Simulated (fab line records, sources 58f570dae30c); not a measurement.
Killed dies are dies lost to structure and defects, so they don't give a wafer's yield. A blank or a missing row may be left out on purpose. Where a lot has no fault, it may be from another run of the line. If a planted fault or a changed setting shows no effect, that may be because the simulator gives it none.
fab line records :: flow berkeley-cmos170
[record]
  lots = 14
  wafers = 42
  last-day = 12
route steps=331 shown M2@288
lots untouched by any fault: they come from a run of this same line in which no faults occurred
start-h: hours from the record's opening day to when the first of the lot's shown wafers began :: wait-h: hours since the lot's step before :: " identical to the entry in the row above :: L1.1+2: several wafers, shown together as one row :: - either no value or no given start :: * or withheld: withheld :: < > ~ a bound
route shown NAME@n: names a module that has steps shown in the file, with the first one's number in the route :: usual: mean/standard deviation taken from wafers without a fault :: same: alike in all rows :: chamber/n: place in a boat :: sites: per-site readings :: _std_site: how widely they spread, as a standard deviation :: _edge_site: mean of outer sites minus mean of inner sites :: radius-mm: for every site, how far away it sits from the centre of the wafer :: mask NAME#n: copy n :: behind: tool/chamber where the wafer was last shaped :: hold: cause of the lot's hold/its duration in hours/its outcome :: device: whichever transistor did not switch (one of n, p or np) :: end of line: tests run on the same wafers once the route is complete :: where a step has no rows: the recipe by itself :: killed: at the first sort, the dies lost to defects and structure; wafer yield is something else :: map: a wafer's dies, marking killed ones x, the rest . and places with no die _
set.NAME: setting as actually run; set.NAME@STEP: the setting as run at that earlier step :: model.NAME: the simulator's own value behind a step, which no gauge read
a sample of lots followed through the steps of the route, with each step as a table and each wafer as a row
services: from which hour (start-h, from the record's first day; less than 0 if before it) a tool's chamber was out of use, for how many hours, and why
[[steps]]
[step UCB170_M2_ETCH_17]
[recipe]
  chemistry = N2/H2
  target-depth-a = withheld
  overetch-a = withheld
  target = BARC
  time-s = withheld
  source-w = 500
  bias-w = 100
  pressure-mtorr = 30
  n2-flow-sccm = 100
  h2-flow-sccm = 200
[usual]
  drypump-motor-current-A = 5.4/0.42
  oes-product-au = 0.997/0.022
  throttle-valve-pct = 13.31/0.17
lot.wafer: L487.2
tool: rie-diel-03
chamber: 3
start-h: 162.67
wait-h: 0.0
drypump-motor-current-A: 5.7
oes-product-au: 1.041
throttle-valve-pct: 13.51

lot.wafer: L487.3
tool: rie-diel-03
chamber: 2
start-h: 162.67
wait-h: 0.0
drypump-motor-current-A: 5.3
oes-product-au: 1.021
throttle-valve-pct: 13.49

lot.wafer: L487.5
tool: rie-diel-03
chamber: 2
start-h: 162.67
wait-h: 0.0
drypump-motor-current-A: 5.3
oes-product-au: 1.016
throttle-valve-pct: 13.50

lot.wafer: L489.3
tool: rie-diel-01
chamber: 2
start-h: 174.48
wait-h: 0.0
drypump-motor-current-A: 5.9
oes-product-au: 1.002
throttle-valve-pct: 13.07

lot.wafer: L489.4
tool: rie-diel-01
chamber: 0
start-h: 174.48
wait-h: 0.0
drypump-motor-current-A: 5.6
oes-product-au: 1.014
throttle-valve-pct: 13.25

lot.wafer: L489.5
tool: rie-diel-01
chamber: 3
start-h: 174.48
wait-h: 0.0
drypump-motor-current-A: 5.3
oes-product-au: 1.003
throttle-valve-pct: 13.46

lot.wafer: L491.1
tool: rie-diel-02
chamber: 3
start-h: 178.89
wait-h: 0.0
drypump-motor-current-A: 6.3
oes-product-au: 0.969
throttle-valve-pct: 13.38

lot.wafer: L491.2
tool: rie-diel-02
chamber: 0
start-h: 178.89
wait-h: 0.0
drypump-motor-current-A: 5.0
oes-product-au: 0.957
throttle-valve-pct: 13.54

lot.wafer: L491.3
tool: rie-diel-02
chamber: 1
start-h: 178.89
wait-h: 0.0
drypump-motor-current-A: 5.1
oes-product-au: 0.987
throttle-valve-pct: 13.36

lot.wafer: L490.2
tool: rie-diel-03
chamber: 2
start-h: 179.13
wait-h: 0.0
drypump-motor-current-A: 5.3
oes-product-au: 1.013
throttle-valve-pct: 13.49

lot.wafer: L490.3
tool: rie-diel-03
chamber: 0
start-h: 179.13
wait-h: 0.0
drypump-motor-current-A: 5.4
oes-product-au: 0.956
throttle-valve-pct: 13.22

lot.wafer: L490.6
tool: rie-diel-03
chamber: 0
start-h: 179.13
wait-h: 0.0
drypump-motor-current-A: 5.4
oes-product-au: 0.967
throttle-valve-pct: 13.25

lot.wafer: L493.3
tool: rie-diel-01
chamber: 0
start-h: 192.44
wait-h: 0.0
drypump-motor-current-A: 5.6
oes-product-au: 1.005
throttle-valve-pct: 13.26

lot.wafer: L493.4
tool: rie-diel-01
chamber: 2
start-h: 192.44
wait-h: 0.0
drypump-motor-current-A: 5.9
oes-product-au: 0.989
throttle-valve-pct: 13.06

lot.wafer: L493.6
tool: rie-diel-01
chamber: 1
start-h: 192.44
wait-h: 0.0
drypump-motor-current-A: 4.9
oes-product-au: 0.982
throttle-valve-pct: 13.20

lot.wafer: L495.1
tool: rie-diel-02
chamber: 3
start-h: 193.68
wait-h: 0.0
drypump-motor-current-A: 6.3
oes-product-au: 0.988
throttle-valve-pct: 13.37

lot.wafer: L495.2
tool: rie-diel-02
chamber: 1
start-h: 193.68
wait-h: 0.0
drypump-motor-current-A: 5.1
oes-product-au: 0.998
throttle-valve-pct: 13.37

lot.wafer: L495.5
tool: rie-diel-02
chamber: 2
start-h: 193.68
wait-h: 0.0
drypump-motor-current-A: 5.5
oes-product-au: 1.009
throttle-valve-pct: 13.32

lot.wafer: L496.1
tool: rie-diel-02
chamber: 2
start-h: 210.38
wait-h: 0.0
drypump-motor-current-A: 5.5
oes-product-au: 1.001
throttle-valve-pct: 13.31

lot.wafer: L496.3
tool: rie-diel-02
chamber: 0
start-h: 210.38
wait-h: 0.0
drypump-motor-current-A: 5.0
oes-product-au: 0.969
throttle-valve-pct: 13.53

lot.wafer: L496.5
tool: rie-diel-02
chamber: 2
start-h: 210.38
wait-h: 0.0
drypump-motor-current-A: 5.5
oes-product-au: 1.018
throttle-valve-pct: 13.32

lot.wafer: L497.2
tool: rie-diel-03
chamber: 0
start-h: 210.47
wait-h: 0.0
drypump-motor-current-A: 5.4
oes-product-au: 0.965
throttle-valve-pct: 13.24

lot.wafer: L497.5
tool: rie-diel-03
chamber: 3
start-h: 210.47
wait-h: 0.0
drypump-motor-current-A: 5.7
oes-product-au: 1.048
throttle-valve-pct: 13.50

lot.wafer: L497.6
tool: rie-diel-03
chamber: 0
start-h: 210.47
wait-h: 0.0
drypump-motor-current-A: 5.4
oes-product-au: 0.960
throttle-valve-pct: 13.23

lot.wafer: L500.1
tool: rie-diel-01
chamber: 1
start-h: 223.13
wait-h: 0.0
drypump-motor-current-A: 4.9
oes-product-au: 0.991
throttle-valve-pct: 13.21

lot.wafer: L500.3
tool: rie-diel-01
chamber: 1
start-h: 223.13
wait-h: 0.0
drypump-motor-current-A: 4.9
oes-product-au: 0.991
throttle-valve-pct: 13.19

lot.wafer: L500.5
tool: rie-diel-01
chamber: 1
start-h: 223.13
wait-h: 0.0
drypump-motor-current-A: 4.9
oes-product-au: 0.985
throttle-valve-pct: 13.21

lot.wafer: L498.1
tool: rie-diel-03
chamber: 0
start-h: 223.41
wait-h: 0.0
drypump-motor-current-A: 5.4
oes-product-au: 0.960
throttle-valve-pct: 13.23

lot.wafer: L498.2
tool: rie-diel-03
chamber: 3
start-h: 223.41
wait-h: 0.0
drypump-motor-current-A: 5.7
oes-product-au: 1.038
throttle-valve-pct: 13.50

lot.wafer: L498.5
tool: rie-diel-03
chamber: 2
start-h: 223.41
wait-h: 0.0
drypump-motor-current-A: 5.2
oes-product-au: 1.024
throttle-valve-pct: 13.48

lot.wafer: L499.4
tool: rie-diel-02
chamber: 0
start-h: 224.13
wait-h: 0.0
drypump-motor-current-A: 5.0
oes-product-au: 0.959
throttle-valve-pct: 13.56

lot.wafer: L499.5
tool: rie-diel-02
chamber: 0
start-h: 224.13
wait-h: 0.0
drypump-motor-current-A: 5.0
oes-product-au: 0.960
throttle-valve-pct: 13.53

lot.wafer: L499.6
tool: rie-diel-02
chamber: 1
start-h: 224.13
wait-h: 0.0
drypump-motor-current-A: 5.1
oes-product-au: 0.988
throttle-valve-pct: 13.36

lot.wafer: L501.2
tool: rie-diel-01
chamber: 2
start-h: 242.35
wait-h: 0.0
drypump-motor-current-A: 5.9
oes-product-au: 0.775
throttle-valve-pct: 13.03

lot.wafer: L501.3
tool: rie-diel-01
chamber: 2
start-h: 242.35
wait-h: 0.0
drypump-motor-current-A: 5.9
oes-product-au: 0.776
throttle-valve-pct: 13.04

lot.wafer: L501.6
tool: rie-diel-01
chamber: 2
start-h: 242.35
wait-h: 0.0
drypump-motor-current-A: 5.9
oes-product-au: 0.774
throttle-valve-pct: 13.03

lot.wafer: L503.1
tool: rie-diel-01
chamber: 3
start-h: 257.54
wait-h: 0.0
drypump-motor-current-A: 5.3
oes-product-au: 0.767
throttle-valve-pct: 13.46

lot.wafer: L503.2
tool: rie-diel-01
chamber: 0
start-h: 257.54
wait-h: 0.0
drypump-motor-current-A: 5.7
oes-product-au: 0.773
throttle-valve-pct: 13.23

lot.wafer: L503.6
tool: rie-diel-01
chamber: 3
start-h: 257.54
wait-h: 0.0
drypump-motor-current-A: 5.3
oes-product-au: 0.760
throttle-valve-pct: 13.45

lot.wafer: L508.2
tool: rie-diel-03
chamber: 0
start-h: 273.66
wait-h: 0.0
drypump-motor-current-A: 5.4
oes-product-au: 0.957
throttle-valve-pct: 13.24

lot.wafer: L508.3
tool: rie-diel-03
chamber: 1
start-h: 273.66
wait-h: 0.0
drypump-motor-current-A: 4.7
oes-product-au: 1.009
throttle-valve-pct: 12.96

lot.wafer: L508.4
tool: rie-diel-03
chamber: 3
start-h: 273.66
wait-h: 0.0
drypump-motor-current-A: 5.7
oes-product-au: 1.043
throttle-valve-pct: 13.51
[[services]]
tool: rie-diel-02
chamber: -
start-h: 162.00
hours: 1.1
kind: repair

tool: rie-diel-02
chamber: 0
start-h: 190.97
hours: 4.9
kind: repair

tool: rie-diel-01
chamber: -
start-h: 197.13
hours: 14.6
kind: pm

tool: rie-diel-03
chamber: -
start-h: 213.78
hours: 1.0
kind: repair

tool: rie-diel-01
chamber: 0
start-h: 214.85
hours: 3.8
kind: repair

tool: rie-diel-01
chamber: 0
start-h: 218.70
hours: -
kind: clean

tool: rie-diel-01
chamber: 0
start-h: 218.70
hours: 25.6
kind: scheduled-down

tool: rie-diel-01
chamber: 0
start-h: 218.70
hours: 25.6
kind: vent-cycle

tool: rie-diel-01
chamber: 2
start-h: 221.54
hours: 3.4
kind: repair

tool: rie-diel-01
chamber: 1
start-h: 241.75
hours: 1.5
kind: repair

tool: rie-diel-01
chamber: 3
start-h: 241.77
hours: 4.8
kind: repair
[[key]]
[first-sign]
  step = UCB170_M2_ETCH_17
  reading = oes-product-au
  direction = down
  sigmas = 10
  usual = 0.997
  struck = 0.771
effect none on later readings
met-at UCB170_M2_ETCH_17
struck-lots L501,L503
onset-between 223.13 242.35
[fault]
  kind = process-parameter-drift
  tool = rie-diel-01
  chamber = -
  onset-h = 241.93
  steps = UCB170_M2_ETCH_17
  channel = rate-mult
  offset = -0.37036
  shape = step
  end-h = 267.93
